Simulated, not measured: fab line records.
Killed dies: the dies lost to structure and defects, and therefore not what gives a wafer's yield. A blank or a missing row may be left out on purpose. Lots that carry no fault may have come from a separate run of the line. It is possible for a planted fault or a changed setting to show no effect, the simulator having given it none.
fab line records    flow berkeley_cmos170
record: lots: 14  wafers: 42  last_day: 13
route steps=331 shown NWELL@28
lots with no fault: from the same line, run without faults
start_h: hours from the record's first day to the start of the lot's first wafer shown    wait_h: hours from the lot's prior step to this one    " as in the row above    L1.1+2: a single row standing in for several wafers    - no value present, or no start provided    * or withheld: withheld    < > ~ a bound
route shown NAME@n: names a module that has steps shown in the file, with the first one's number in the route    usual: mean/standard deviation of fault-free wafers    same: alike in all rows    chamber/n: place in a boat    sites: readings site by site    _std_site: standard deviation across them    _edge_site: mean of outer sites minus mean of inner sites    radius_mm: for every site, how far away it sits from the centre of the wafer    mask NAME#n: copy n    behind: tool/chamber where the wafer was last shaped    hold: why the lot was held/for how many hours/how that ended    device: which transistor (n, p or np) failed to switch    end of line: tests of these same wafers at the route's end    for a step that has no rows: nothing shown but its recipe    killed: dies lost to structure and defects at the first sort, not the wafer's yield    map: dies across one wafer; x = killed, . = not, _ = none there
set.NAME: setting as actually run; set.NAME@STEP: the setting as run at that earlier step    model.NAME: the simulator's own value behind a step, which no gauge read
the route's steps for a sample of lots (tables are steps, rows are wafers)
services: when a tool's chamber went out of use (start_h, in hours from the record's first day, below 0 if earlier), for how many hours, and the reason
== steps ==
step: UCB170_NWELL_IMPLANT_14
recipe: species: P  dose_cm2: 1e+13  energy_kev: 150  tilt_deg: 7
usual: dose_ions_cm2: 1e+13/1.1e+10
lot.wafer  tool          chamber  start_h  wait_h  dose_ions_cm2
L505.3     implanter-01  0        35.78    0.1     9.992e+12
L505.4     "             0        "        "       9.991e+12
L505.6     "             0        "        "       9.998e+12
L504.2     implanter-04  0        36.00    0.1     9.988e+12
L504.5     "             0        "        "       1.0005e+13
L504.6     "             0        "        "       1.0009e+13
L508.2     implanter-04  0        62.17    0.1     1.0012e+13
L508.4     "             0        "        "       1.0001e+13
L508.5     "             0        "        "       9.985e+12
L509.1     implanter-02  0        62.22    0.1     1.0387e+13
L509.5     "             0        "        "       1.0383e+13
L509.6     "             0        "        "       1.0396e+13
L513.2     implanter-02  0        78.06    0.1     1.0374e+13
L513.3     "             0        "        "       1.0372e+13
L513.6     "             0        "        "       1.0389e+13
L517.2     implanter-01  0        101.44   0.1     9.99e+12
L517.5     "             0        "        "       9.988e+12
L517.6     "             0        "        "       1.0001e+13
L519.2     implanter-04  0        113.58   0.1     1.0006e+13
L519.3     "             0        "        "       1.0011e+13
L519.5     "             0        "        "       1.0001e+13
L518.3     implanter-01  0        113.69   0.1     1.0009e+13
L518.4     "             0        "        "       9.984e+12
L518.6     "             0        "        "       1.0013e+13
L521.1     implanter-04  0        122.25   0.1     1.0017e+13
L521.2     "             0        "        "       1.0012e+13
L521.4     "             0        "        "       1.0003e+13
L523.1     implanter-04  0        131.55   0.1     1.0018e+13
L523.5     "             0        "        "       1.0015e+13
L523.6     "             0        "        "       1.0003e+13
L524.1     implanter-04  0        140.80   0.1     9.998e+12
L524.3     "             0        "        "       9.986e+12
L524.4     "             0        "        "       9.979e+12
L525.3     implanter-04  0        141.24   0.1     1.0016e+13
L525.4     "             0        "        "       1.0002e+13
L525.6     "             0        "        "       9.996e+12
L526.1     implanter-02  0        148.09   0.1     9.992e+12
L526.2     "             0        "        "       1.0006e+13
L526.4     "             0        "        "       9.997e+12
L527.1     implanter-01  0        148.64   0.1     9.986e+12
L527.3     "             0        "        "       9.995e+12
L527.4     "             0        "        "       1e+13
== services ==
tool          chamber  start_h  hours  kind
implanter-01  -        15.97    6.2    repair
implanter-01  -        18.03    3.6    repair
implanter-02  -        38.79    6.9    pm
implanter-02  -        88.80    2.2    repair
implanter-04  -        89.63    1.3    repair
implanter-04  -        96.28    6.4    pm
== key ==
first_sign: step: UCB170_NWELL_IMPLANT_14  reading: dose_ions_cm2  direction: up  sigmas: 34  usual: 1e+13  struck: 1.0384e+13
effect none on later readings
met_at UCB170_NWELL_IMPLANT_14
struck_lots L509,L513
sort_left_out L513.2,L513.3,L513.6
tester_left_out L509,L513
fault: kind: process_parameter_drift  tool: implanter-02  chamber: -  onset_h: 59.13  steps: UCB170_NWELL_IMPLANT_14  channel: dose_cm2  offset: 4e+11  shape: step  end_h: 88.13  acts_in: these_recipes_only  stated: 1e+13
tester_left_out: of these lots the tester's yield and bins aren't shown, on N5 and GAA mostly nor the transistor test; their killed dies are dies lost to structure and defects alone, not to doping, threshold or leakage, so they don't give the yield
sort_left_out: the simulated sort isn't trusted on such a fault, so these wafers' sort isn't shown, and their yield isn't known
